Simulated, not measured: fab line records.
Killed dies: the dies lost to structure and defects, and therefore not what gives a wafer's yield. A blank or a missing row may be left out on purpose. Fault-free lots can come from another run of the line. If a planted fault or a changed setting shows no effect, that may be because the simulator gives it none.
Commonality check across tools / flow berkeleyCmos170 / Sample size 14 lots and 42 wafers

## THE REASON FOR OPENING IT
UCB170_SCREENOX_THK_MEAS_02, reading SCREENOX_OXIDE_THK: flagged on 2 of 14 lots. Wafers without a fault read 14.46 nm, standard deviation 0.25.
Rule: a lot is flagged when every wafer of it that has a number lies more than 4 standard deviations from that mean, or none has a number. The other lots count as sound.

lot=L183; measured=day 5 22:04; on=filmMetro-03; SCREENOX_OXIDE_THK (nm), wafer by wafer=14.72 14.51 14.89; flag=
lot=L182; measured=day 5 22:08; on=filmMetro-03; SCREENOX_OXIDE_THK (nm), wafer by wafer=14.69 14.21 14.35; flag=
lot=L184; measured=day 6 09:04; on=filmMetro-01; SCREENOX_OXIDE_THK (nm), wafer by wafer=14.41 14.54 14.50; flag=
lot=L185; measured=day 6 09:04; on=filmMetro-04; SCREENOX_OXIDE_THK (nm), wafer by wafer=14.60 14.40 14.58; flag=
lot=L187; measured=day 6 12:08; on=filmMetro-03; SCREENOX_OXIDE_THK (nm), wafer by wafer=14.53 14.42 14.74; flag=
lot=L188; measured=day 6 12:08; on=filmMetro-01; SCREENOX_OXIDE_THK (nm), wafer by wafer=14.30 14.20 14.13; flag=
lot=L192; measured=day 7 15:28; on=filmMetro-01; SCREENOX_OXIDE_THK (nm), wafer by wafer=14.78 14.87 14.81; flag=
lot=L193; measured=day 7 15:28; on=filmMetro-04; SCREENOX_OXIDE_THK (nm), wafer by wafer=14.60 14.69 14.50; flag=
lot=L191; measured=day 7 15:29; on=filmMetro-03; SCREENOX_OXIDE_THK (nm), wafer by wafer=14.23 13.87 14.15; flag=
lot=L190; measured=day 7 15:32; on=filmMetro-04; SCREENOX_OXIDE_THK (nm), wafer by wafer=14.69 14.45 14.46; flag=
lot=L195; measured=day 8 06:08; on=filmMetro-01; SCREENOX_OXIDE_THK (nm), wafer by wafer=10.29 10.42 10.43; flag=FLAGGED
lot=L196; measured=day 8 06:08; on=filmMetro-04; SCREENOX_OXIDE_THK (nm), wafer by wafer=10.24 9.98 10.43; flag=FLAGGED
lot=L198; measured=day 8 15:34; on=filmMetro-01; SCREENOX_OXIDE_THK (nm), wafer by wafer=14.51 14.89 14.72; flag=
lot=L204; measured=day 9 22:51; on=filmMetro-04; SCREENOX_OXIDE_THK (nm), wafer by wafer=14.56 14.62 14.64; flag=
The numbers of the flagged lots are 10.30 nm on average: -4.16 nm against the usual, or -17 standard deviations.

## EACH LOT AND THE TOOL IT RAN ON
The record keeps 1 process step preceding the reading, out of 331 steps on the route. Read each cell as the tool, then ch plus the chambers that the sampled wafers visited, then the start.
lot=L183; flag=; UCB170_SCREENOX_OXIDATION_01=furnace-04 ch 0, day 5 20:24
lot=L182; flag=; UCB170_SCREENOX_OXIDATION_01=furnace-04 ch 0, day 5 20:24
lot=L184; flag=; UCB170_SCREENOX_OXIDATION_01=furnace-02 ch 0, day 6 07:23
lot=L185; flag=; UCB170_SCREENOX_OXIDATION_01=furnace-02 ch 0, day 6 07:23
lot=L187; flag=; UCB170_SCREENOX_OXIDATION_01=furnace-02 ch 0, day 6 10:25
lot=L188; flag=; UCB170_SCREENOX_OXIDATION_01=furnace-02 ch 0, day 6 10:25
lot=L192; flag=; UCB170_SCREENOX_OXIDATION_01=furnace-04 ch 0, day 7 13:48
lot=L193; flag=; UCB170_SCREENOX_OXIDATION_01=furnace-04 ch 0, day 7 13:48
lot=L191; flag=; UCB170_SCREENOX_OXIDATION_01=furnace-04 ch 0, day 7 13:48
lot=L190; flag=; UCB170_SCREENOX_OXIDATION_01=furnace-04 ch 0, day 7 13:48
lot=L195; flag=FLAGGED; UCB170_SCREENOX_OXIDATION_01=furnace-04 ch 0, day 8 04:29
lot=L196; flag=FLAGGED; UCB170_SCREENOX_OXIDATION_01=furnace-04 ch 0, day 8 04:29
lot=L198; flag=; UCB170_SCREENOX_OXIDATION_01=furnace-02 ch 0, day 8 13:53
lot=L204; flag=; UCB170_SCREENOX_OXIDATION_01=furnace-02 ch 0, day 9 21:11
What these steps do:
- UCB170_SCREENOX_OXIDATION_01: target thk 14.4 nm, ox time 2400 s.
- UCB170_SCREENOX_THK_MEAS_02

## FLAGGED OVER TOTAL, TOOL BY TOOL (the gauges that took the reading come last)
step=UCB170_SCREENOX_OXIDATION_01; tool=furnace-02; lots run=6; flagged=0; share of the flagged lots=none; sound lots run after its first flagged lot=-
step=UCB170_SCREENOX_OXIDATION_01; tool=furnace-04; lots run=8; flagged=2; share of the flagged lots=all; sound lots run after its first flagged lot=0
step=UCB170_SCREENOX_THK_MEAS_02; tool=filmMetro-01; lots run=5; flagged=1; share of the flagged lots=some; sound lots run after its first flagged lot=1 (L198)
step=UCB170_SCREENOX_THK_MEAS_02; tool=filmMetro-03; lots run=4; flagged=0; share of the flagged lots=none; sound lots run after its first flagged lot=-
step=UCB170_SCREENOX_THK_MEAS_02; tool=filmMetro-04; lots run=5; flagged=1; share of the flagged lots=some; sound lots run after its first flagged lot=1 (L204)

## WHAT THE TABLE ALLOWS
Rows of the table that ran each flagged lot: 1, that is furnace-04 at UCB170_SCREENOX_OXIDATION_01.
- furnace-04 at UCB170_SCREENOX_OXIDATION_01: 2 of its 8 lots flagged. It ran its last sound lot, L190, at day 7 13:48 and its first flagged lot, L195, at day 8 04:29: a fault with its onset between the two fits. Its own readings (spikeTcCentreC, spikeTcLoadC, spikeTcSourceC, tubeCenterTempC, tube_center_temp_C_max) fall more than 4 standard deviations out on all wafers of the flagged lots.
Just one tool remains: furnace-04 at UCB170_SCREENOX_OXIDATION_01.

## WHAT THE SIMULATOR PUT IN
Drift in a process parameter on furnace-04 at UCB170_SCREENOX_OXIDATION_01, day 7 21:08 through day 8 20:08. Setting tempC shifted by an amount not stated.
Shown lots that were struck: L195, L196. The rule above found the same.
